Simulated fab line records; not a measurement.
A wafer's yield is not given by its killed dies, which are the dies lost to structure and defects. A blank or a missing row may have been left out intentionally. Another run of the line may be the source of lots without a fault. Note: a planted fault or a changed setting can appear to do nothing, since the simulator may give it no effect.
fab line records | flow ritCmos
record lots=14 wafers=42 lastDay=8
route steps=202 shown NWELL@34 PWELL@48 NRETRO@59 PRETRO@74
lots untouched by any fault: they come from a run of this same line in which no faults occurred
startH: the number of hours between the record's first day and the start of the first shown wafer of the lot | waitH: hours elapsed since this lot's preceding step | " unchanged from the row above | L1.1+2: a row that stands for several wafers | - value missing, or start not given | * or withheld: withheld | < > ~ a bound
route shown NAME@n: a module of which the file shows steps, and the number in the route of the first | usual: average and standard deviation across the fault-free wafers | same: alike in all rows | chamber/n: place in a boat | sites: per-site readings | _std_site: standard deviation across them | _edge_site: mean of outer sites minus mean of inner sites | radiusMm: for every site, how far away it sits from the centre of the wafer | mask NAME#n: copy n | behind: the most recent tool/chamber to have shaped the wafer | hold: why the lot went on hold/how many hours it stayed there/how the hold came to an end | device: the transistor (n, p or np) that didn't switch | end of line: the same wafers' tests at the end of the route | a step without rows: its recipe alone | killed: at the first sort, the dies lost to defects and structure; wafer yield is something else | map: a wafer's dies, x killed, . not, _ none there
set.NAME: the setting as run; set.NAME@STEP: as run at that earlier step | model.NAME: the simulator's own value behind a step, which no gauge read
steps of the route over a sample of lots; a table a step, a row a wafer
services: from which hour (startH, from the record's first day; less than 0 if before it) a tool's chamber was out of use, for how many hours, and why
## steps
# step RIT_NWELL_OVL_MEAS_06
# usual NWELL_OVL=0.7/1.3
# columns lot.wafer tool chamber startH waitH NWELL_OVL[nm]
L639.2 overlay-01 - 27.55 - 0.7
L639.3 " - " " 0.7
L639.6 " - " " 1.4
L640.2 overlay-02 - 30.93 - 0.3
L640.3 " - " " 0.3
L640.6 " - " " -1.3
L641.1 overlay-01 - 38.05 - 2.5
L641.2 " - " " 1.4
L641.6 " - " " 0.8
L643.1 overlay-01 - 47.97 - 0.7
L643.2 " - " " -1.0
L643.5 " - " " -0.5
L644.1 overlay-02 - 52.07 - 0.3
L644.2 " - " " 1.1
L644.6 " - " " 0.8
L645.2 overlay-01 - 57.74 - -0.1
L645.5 " - " " 0.7
L645.6 " - " " 0.7
L647.3 overlay-02 - 68.27 - 2.4
L647.4 " - " " 1.0
L647.6 " - " " 2.6
L653.1 overlay-01 - 96.24 - -0.9
L653.5 " - " " -1.4
L653.6 " - " " 0.1
L656.1 overlay-02 - 114.53 - -0.2
L656.2 " - " " 0.6
L656.4 " - " " 0.4
L658.3 overlay-01 - 126.87 - 2.0
L658.4 " - " " 3.5
L658.5 " - " " 1.0
L657.2 overlay-01 - 127.11 - 2.0
L657.4 " - " " 1.8
L657.5 " - " " 1.2
L659.2 overlay-02 - 132.01 - 0.2
L659.3 " - " " -0.3
L659.4 " - " " 0.4
L661.2 overlay-02 - 144.22 - 0.7
L661.4 " - " " -0.1
L661.6 " - " " 0.3
L660.1 overlay-01 - 144.45 - 3.0
L660.2 " - " " 3.7
L660.6 " - " " 2.2
# step RIT_NWELL_STRIP_09
# recipe chemistry=O2 timeS=180 resist=NOVOLAK platenTempC=withheld powerW=500 pressureMtorr=4000 o2FlowSccm=4000
# usual chamberPressureMTorr=4000/3.5 drypumpMotorCurrentA=5.7/0.38
# columns lot.wafer tool chamber startH waitH chamberPressureMTorr drypumpMotorCurrentA rfHoursCounterH
L639.2 plasmaAsher-03 0 27.98 0.1 4006 5.8 23
L639.3 " 1 " " 3994 5.2 -
L639.6 " 1 " " 4007 5.2 -
L640.2 plasmaAsher-04 1 31.36 0.1 4004 6.0 42
L640.3 " 1 " " 3998 5.9 -
L640.6 " 1 " " 3996 5.9 -
L641.1 plasmaAsher-04 0 38.48 0.1 3998 5.3 42
L641.2 " 1 " " 3997 5.9 42
L641.6 " 0 " " 4000 5.3 -
L643.1 plasmaAsher-04 1 48.40 0.1 3995 5.9 43
L643.2 " 0 " " 4004 5.3 43
L643.5 " 1 " " 4001 5.9 -
L644.1 plasmaAsher-02 1 52.51 0.1 4005 5.9 44
L644.2 " 0 " " 3995 6.5 44
L644.6 " 1 " " 4005 5.9 -
L645.2 plasmaAsher-04 1 58.17 0.1 4001 5.9 45
L645.5 " 0 " " 4000 5.3 -
L645.6 " 1 " " 3998 5.9 -
L647.3 plasmaAsher-04 1 68.75 0.1 4000 5.9 -
L647.4 " 0 " " 3997 5.3 -
L647.6 " 1 " " 4006 5.9 -
L653.1 plasmaAsher-03 0 96.68 0.1 3997 5.7 30
L653.5 " 1 " " 4007 5.2 -
L653.6 " 0 " " 3996 5.7 -
L656.1 plasmaAsher-04 1 114.97 0.1 - - -
L656.2 " 0 " " - - -
L656.4 " 0 " " - - -
L658.3 plasmaAsher-02 0 127.35 0.1 4000 6.5 -
L658.4 " 1 " " 3999 5.9 -
L658.5 " 1 " " 3996 5.9 -
L657.2 plasmaAsher-04 1 127.54 0.1 - - -
L657.4 " 0 " " - - -
L657.5 " 1 " " - - -
L659.2 plasmaAsher-04 1 132.70 0.1 3997 5.9 53
L659.3 " 1 " " 3995 5.9 -
L659.4 " 0 " " 3998 5.3 -
L661.2 plasmaAsher-04 0 144.65 0.1 3999 5.3 54
L661.4 " 1 " " 3999 5.9 -
L661.6 " 0 " " 3995 5.3 -
L660.1 plasmaAsher-03 0 144.89 0.1 3991 5.7 35
L660.2 " 1 " " 3995 5.2 35
L660.6 " 0 " " 3999 5.7 -
# step RIT_PWELL_STRIP_09
# recipe chemistry=O2 timeS=180 resist=NOVOLAK platenTempC=withheld powerW=500 pressureMtorr=4000 o2FlowSccm=4000
# usual chamberPressureMTorr=4000/3.5 drypumpMotorCurrentA=5.6/0.54
# columns lot.wafer tool chamber startH waitH chamberPressureMTorr drypumpMotorCurrentA rfHoursCounterH
L639.2 plasmaAsher-01 1 29.53 0.1 4006 4.9 31
L639.3 " 0 " " 3999 5.4 -
L639.6 " 0 " " 4002 5.4 -
L640.2 plasmaAsher-01 0 33.03 0.1 4000 5.3 31
L640.3 " 1 " " 3994 4.9 -
L640.6 " 0 " " 4002 5.3 -
L641.1 plasmaAsher-02 1 40.25 0.1 4000 5.9 42
L641.2 " 0 " " 4000 6.5 42
L641.6 " 1 " " 3999 5.8 -
L643.1 plasmaAsher-01 1 50.16 0.1 3994 4.9 33
L643.2 " 0 " " 4004 5.3 33
L643.5 " 1 " " 4002 4.9 -
L644.1 plasmaAsher-02 0 54.19 0.1 4001 6.5 44
L644.2 " 1 " " 4001 5.9 44
L644.6 " 1 " " 4003 5.9 -
L645.2 plasmaAsher-03 0 59.85 0.1 3999 5.7 26
L645.5 " 1 " " 3989 5.3 -
L645.6 " 0 " " 4003 5.7 -
L647.3 plasmaAsher-03 1 70.48 0.1 4009 5.3 -
L647.4 " 0 " " 3997 5.7 -
L647.6 " 1 " " 3999 5.2 -
L653.1 plasmaAsher-03 0 98.23 0.1 3999 5.7 31
L653.5 " 1 " " 4001 5.3 -
L653.6 " 0 " " 3999 5.7 -
L656.1 plasmaAsher-01 0 116.65 0.1 3996 5.3 39
L656.2 " 1 " " 3997 4.9 39
L656.4 " 0 " " 4000 5.4 -
L658.3 plasmaAsher-02 0 129.03 0.1 4001 6.5 -
L658.4 " 1 " " 4004 5.9 -
L658.5 " 1 " " 3998 5.9 -
L657.2 plasmaAsher-01 0 129.21 0.1 3997 5.3 40
L657.4 " 1 " " 3996 4.9 -
L657.5 " 0 " " 3997 5.3 -
L659.2 plasmaAsher-01 0 134.37 0.1 4003 5.4 41
L659.3 " 1 " " 4005 4.9 -
L659.4 " 0 " " 3999 5.4 -
L661.2 plasmaAsher-03 0 146.32 0.1 3996 5.7 35
L661.4 " 1 " " 3997 5.3 -
L661.6 " 0 " " 3997 5.7 -
L660.1 plasmaAsher-02 0 146.57 0.1 3999 6.5 2
L660.2 " 1 " " 3996 5.9 2
L660.6 " 1 " " 3999 5.8 -
# step RIT_PWELL_TW_MEAS_10
# usual PWELL_TW=953/6.8
# columns lot.wafer tool chamber startH waitH PWELL_TW
L639.2 filmMetro-03 - 29.71 0.1 967
L639.3 " - " " 968
L639.6 " - " " 971
L640.2 filmMetro-04 - 33.22 0.1 946
L640.3 " - " " 948
L640.6 " - " " 944
L641.1 filmMetro-02 - 40.42 0.1 950
L641.2 " - " " 954
L641.6 " - " " 952
L643.1 filmMetro-04 - 50.33 0.1 937
L643.2 " - " " 942
L643.5 " - " " 943
L644.1 filmMetro-04 - 54.36 0.1 942
L644.2 " - " " 943
L644.6 " - " " 943
L645.2 filmMetro-02 - 60.03 0.1 951
L645.5 " - " " 953
L645.6 " - " " 958
L647.3 filmMetro-04 - 70.61 0.1 948
L647.4 " - " " 946
L647.6 " - " " 949
L653.1 filmMetro-04 - 98.41 0.1 947
L653.5 " - " " 950
L653.6 " - " " 948
L656.1 filmMetro-02 - 116.82 0.1 30
L656.2 " - " " 30
L656.4 " - " " 30
L658.3 filmMetro-04 - 129.16 0.1 943
L658.4 " - " " 941
L658.5 " - " " 943
L657.2 filmMetro-02 - 129.40 0.1 30
L657.4 " - " " 30
L657.5 " - " " 30
L659.2 filmMetro-02 - 134.56 0.1 953
L659.3 " - " " 954
L659.4 " - " " 956
L661.2 filmMetro-04 - 146.51 0.1 949
L661.4 " - " " 955
L661.6 " - " " 950
L660.1 filmMetro-02 - 146.74 0.1 955
L660.2 " - " " 957
L660.6 " - " " 955
# step RIT_NRETRO_OVL_MEAS_06
# usual NRETRO_OVL=-1.4/1.5
# columns lot.wafer tool chamber startH waitH NRETRO_OVL[nm]
L639.2 overlay-01 - 36.10 - 0.6
L639.3 " - " " 0.6
L639.6 " - " " 0.9
L640.2 overlay-01 - 39.93 - -2.4
L640.3 " - " " -1.8
L640.6 " - " " -2.0
L641.1 overlay-02 - 47.72 - -2.0
L641.2 " - " " -3.0
L641.6 " - " " -3.9
L643.1 overlay-01 - 56.72 - -2.0
L643.2 " - " " -1.9
L643.5 " - " " -1.3
L644.1 overlay-02 - 60.97 - -0.9
L644.2 " - " " 0.5
L644.6 " - " " -1.8
L645.2 overlay-02 - 66.87 - -2.4
L645.5 " - " " -2.8
L645.6 " - " " -2.7
L647.3 overlay-01 - 77.63 - -0.9
L647.4 " - " " -2.6
L647.6 " - " " -0.7
L653.1 overlay-01 - 105.60 - -4.0
L653.5 " - " " -2.5
L653.6 " - " " -3.0
L656.1 overlay-02 - 127.42 - -0.8
L656.2 " - " " 0.2
L656.4 " - " " -0.7
L658.3 overlay-02 - 135.55 - -1.5
L658.4 " - " " -1.2
L658.5 " - " " -1.0
L657.2 overlay-02 - 136.27 - 0.8
L657.4 " - " " -1.1
L657.5 " - " " -0.5
L659.2 overlay-01 - 143.87 - -3.4
L659.3 " - " " -4.3
L659.4 " - " " -2.3
L661.2 overlay-02 - 153.76 - -2.9
L661.4 " - " " -1.8
L661.6 " - " " -1.5
L660.1 overlay-01 - 154.00 - -0.4
L660.2 " - " " -1.1
L660.6 " - " " -1.3
# step RIT_NRETRO_TW_MEAS_10
# usual NRETRO_TW=1051/9.5
# columns lot.wafer tool chamber startH waitH NRETRO_TW
L639.2 filmMetro-04 - 36.71 0.1 1048
L639.3 " - " " 1049
L639.6 " - " " 1054
L640.2 filmMetro-04 - 40.55 0.1 1050
L640.3 " - " " 1050
L640.6 " - " " 1058
L641.1 filmMetro-01 - 48.33 0.1 1053
L641.2 " - " " 1050
L641.6 " - " " 1046
L643.1 filmMetro-01 - 57.33 0.1 1049
L643.2 " - " " 1051
L643.5 " - " " 1047
L644.1 filmMetro-04 - 61.58 0.1 1039
L644.2 " - " " 1045
L644.6 " - " " 1043
L645.2 filmMetro-01 - 67.49 0.1 1042
L645.5 " - " " 1045
L645.6 " - " " 1052
L647.3 filmMetro-01 - 78.25 0.1 1044
L647.4 " - " " 1045
L647.6 " - " " 1040
L653.1 filmMetro-01 - 106.22 0.1 1053
L653.5 " - " " 1055
L653.6 " - " " 1052
L656.1 filmMetro-01 - 128.03 0.1 30
L656.2 " - " " 30
L656.4 " - " " 30
L658.3 filmMetro-01 - 136.16 0.1 1044
L658.4 " - " " 1042
L658.5 " - " " 1050
L657.2 filmMetro-01 - 136.89 0.1 30
L657.4 " - " " 30
L657.5 " - " " 30
L659.2 filmMetro-03 - 144.48 0.1 1071
L659.3 " - " " 1069
L659.4 " - " " 1064
L661.2 filmMetro-01 - 154.38 0.1 1043
L661.4 " - " " 1041
L661.6 " - " " 1041
L660.1 filmMetro-04 - 154.61 0.1 1048
L660.2 " - " " 1045
L660.6 " - " " 1053
# step RIT_PRETRO_TW_MEAS_10
# usual PRETRO_TW=477/4.5
# columns lot.wafer tool chamber startH waitH PRETRO_TW
L639.2 filmMetro-01 - 38.55 0.1 470
L639.3 " - " " 472
L639.6 " - " " 472
L640.2 filmMetro-01 - 42.10 0.1 475
L640.3 " - " " 474
L640.6 " - " " 472
L641.1 filmMetro-03 - 49.96 0.1 479
L641.2 " - " " 479
L641.6 " - " " 479
L643.1 filmMetro-02 - 59.01 0.1 474
L643.2 " - " " 479
L643.5 " - " " 476
L644.1 filmMetro-01 - 63.27 0.1 473
L644.2 " - " " 475
L644.6 " - " " 475
L645.2 filmMetro-01 - 69.18 0.1 474
L645.5 " - " " 473
L645.6 " - " " 474
L647.3 filmMetro-02 - 80.05 0.1 477
L647.4 " - " " 476
L647.6 " - " " 477
L653.1 filmMetro-02 - 107.89 0.1 479
L653.5 " - " " 476
L653.6 " - " " 477
L656.1 filmMetro-01 - 129.69 0.1 30
L656.2 " - " " 30
L656.4 " - " " 30
L658.3 filmMetro-03 - 137.84 0.1 483
L658.4 " - " " 485
L658.5 " - " " 483
L657.2 filmMetro-02 - 138.44 0.1 30
L657.4 " - " " 30
L657.5 " - " " 30
L659.2 filmMetro-03 - 146.16 0.1 484
L659.3 " - " " 485
L659.4 " - " " 483
L661.2 filmMetro-01 - 156.22 0.1 472
L661.4 " - " " 472
L661.6 " - " " 475
L660.1 filmMetro-03 - 156.34 0.1 483
L660.2 " - " " 484
L660.6 " - " " 482
## services
# columns tool chamber startH hours kind
plasmaAsher-03 - 54.35 4.3 repair
plasmaAsher-01 - 54.84 6.3 repair
plasmaAsher-02 - 108.75 9.0 pm
plasmaAsher-02 0 108.75 9.0 ventCycle
plasmaAsher-02 1 108.75 9.0 ventCycle
plasmaAsher-02 0 117.75 - clean
plasmaAsher-02 1 117.75 - clean
## key
firstSign step=RIT_NWELL_STRIP_09 reading=toolRecord direction=missing
effect step=RIT_PWELL_TW_MEAS_10 reading=PWELL_TW direction=down sigmas=99+ usual=953 struck=30
effect step=RIT_NRETRO_TW_MEAS_10 reading=NRETRO_TW direction=down sigmas=99+ usual=1051 struck=30
effect step=RIT_PRETRO_TW_MEAS_10 reading=PRETRO_TW direction=down sigmas=99+ usual=477 struck=30
metAt RIT_NWELL_STRIP_09
struckLots L656,L657
sortLeftOut L656.1,L656.2,L656.4,L657.2,L657.4,L657.5
testerLeftOut L656,L657
notActingAt RIT_NWELL_OVL_MEAS_06,RIT_PWELL_STRIP_09,RIT_NRETRO_OVL_MEAS_06
onsetBetween 68.75 114.97
fault kind=skippedStepWhole tool=plasmaAsher-04 chamber=- onsetH=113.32 steps=RIT_NWELL_STRIP_09 scope=struckLotsOnly
# testerLeftOut: of these lots the tester's yield and bins aren't shown, on N5 and GAA mostly nor the transistor test; their killed dies are dies lost to structure and defects alone, not to doping, threshold or leakage, so they don't give the yield
# sortLeftOut: the simulated sort isn't trusted on such a fault, so these wafers' sort isn't shown, and their yield isn't known
